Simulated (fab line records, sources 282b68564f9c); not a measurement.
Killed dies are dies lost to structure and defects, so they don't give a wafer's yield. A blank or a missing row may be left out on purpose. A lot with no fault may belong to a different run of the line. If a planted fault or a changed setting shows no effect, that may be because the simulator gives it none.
Problem report, 8D (eight disciplines) form, completed by code    flow rit-cmos    the parts of the form that need people (team, actions taken, sign-off) are left out

1. WHAT IS WRONG
GATE_OXIDE_THK at RIT_GATE_THK_MEAS_07 reads a mean of 2.48 nm on 12 wafers of 4 lots; wafers without a fault read 3.01 nm with a standard deviation of 0.066. Measured from the usual mean, that is -8.0 standard deviations.
First observed at day 3 17:27: wafer L678.2, on film-metro-01. The record holds 48 wafers of 16 lots with a number at this step. The rule behind "out" and "out of limits": a value lying over 4 standard deviations away from the usual mean. All remaining wafers that have a number are taken as sound.

2. WHAT IT IS, WHAT IT ISN'T
question                     is                            is not
which readings at this step  GATE_OXIDE_THK                -
which lots                   L678, L679, L680, L681        L673, L674, L675, L676, L677, L682, L688, L689, L693, L694, L695, L696
which wafers of those lots   all that have a number        -
read on which gauges         film-metro-01, film-metro-03  film-metro-04
when                         from day 3 17:27              up to then (15 sound wafers); but 21 sound wafers of L682, L688, L689, L693, L694, L695, L696 came after

3. THE SUSPECTS, EACH WITH WHAT RULES IT OUT
Counting: a tool stays on the suspect list if, at a process step up to the reading, it processed all lots that are out and no sound lot following the first of them.
- the gauge at RIT_GATE_THK_MEAS_07 has been ruled out. 2 gauges (film-metro-01, film-metro-03) read the wafers that are out.
- furnace-01 at RIT_GATE_OXIDATION_05 (target thk 3 nm, ox time 270 s): kept. Every lot that is out went through it, starting with L678 (day 3 15:39), and after that it ran no sound lot; the last sound lot it ran before then is L677 (day 3 10:22). Its own spike-tc-centre-C, spike-tc-load-C, spike-tc-source-C, tube-center-temp-C, tube_center_temp_C_max readings are out on those wafers.
After counting, what remains is furnace-01 at RIT_GATE_OXIDATION_05.

4. THE CAUSE (what the simulator had put in)
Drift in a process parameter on furnace-01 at RIT_GATE_OXIDATION_05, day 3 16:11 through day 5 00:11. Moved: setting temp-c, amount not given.
After counting, this tool was the only one left.

5. SEQUENCE OF EFFECTS, ordered by route
Each row: a reading whose mean over the struck wafers that have a number lies more than 3 standard deviations from the usual. Scope: only readings with a usual standard deviation given in the record; hours: median across lots of the time from each lot's start at the first step in this table that gives one to its start at this step; sigmas: change in usual standard deviations.
hours  step                   reading                 usual     on struck wafers  change  sigmas
0      RIT_GATE_OXIDATION_05  spike-tc-centre-C       902.3 C   888.1             -14.2   -15
0      RIT_GATE_OXIDATION_05  spike-tc-load-C         921.6 C   904.9             -16.7   -7.0
0      RIT_GATE_OXIDATION_05  spike-tc-source-C       920 C     906               -14     -4.4
0      RIT_GATE_OXIDATION_05  tube-center-temp-C      899.99 C  886.00            -13.99  -99 or more
0      RIT_GATE_OXIDATION_05  tube_center_temp_C_max  902.3     888.2             -14.1   -39
0      RIT_GATE_OXIDATION_05  zone-power-load-pct     25.19 %   24.41             -0.78   -3.1
2      RIT_GATE_THK_MEAS_07   GATE_OXIDE_THK          3.01 nm   2.48              -0.53   -8.0
Here are the process steps it includes:
- RIT_GATE_OXIDATION_05: target thk 3 nm, ox time 270 s.
Later measuring or inspecting steps at which every struck wafer that the step has a row for has a number for every such reading, and none has moved that far: RIT_CONTACT_CD_MEAS_08.

6. HOW IT WOULD HAVE BEEN CAUGHT EARLIER
In this record the first reading out of limits at a measuring or inspecting step was taken at day 3 17:27, 1 hour after the fault began at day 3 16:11.
The tool's own readings at RIT_GATE_OXIDATION_05 were out on every struck wafer that the step has a row for (spike-tc-centre-C, spike-tc-load-C, spike-tc-source-C, tube-center-temp-C, tube_center_temp_C_max): an alarm limit on them would have fired on the first of those.
L680, L681, from the lots that are out (4), started RIT_GATE_OXIDATION_05 on furnace-01 later than day 3 17:27. A hold on the tool at that time would have spared those 2.
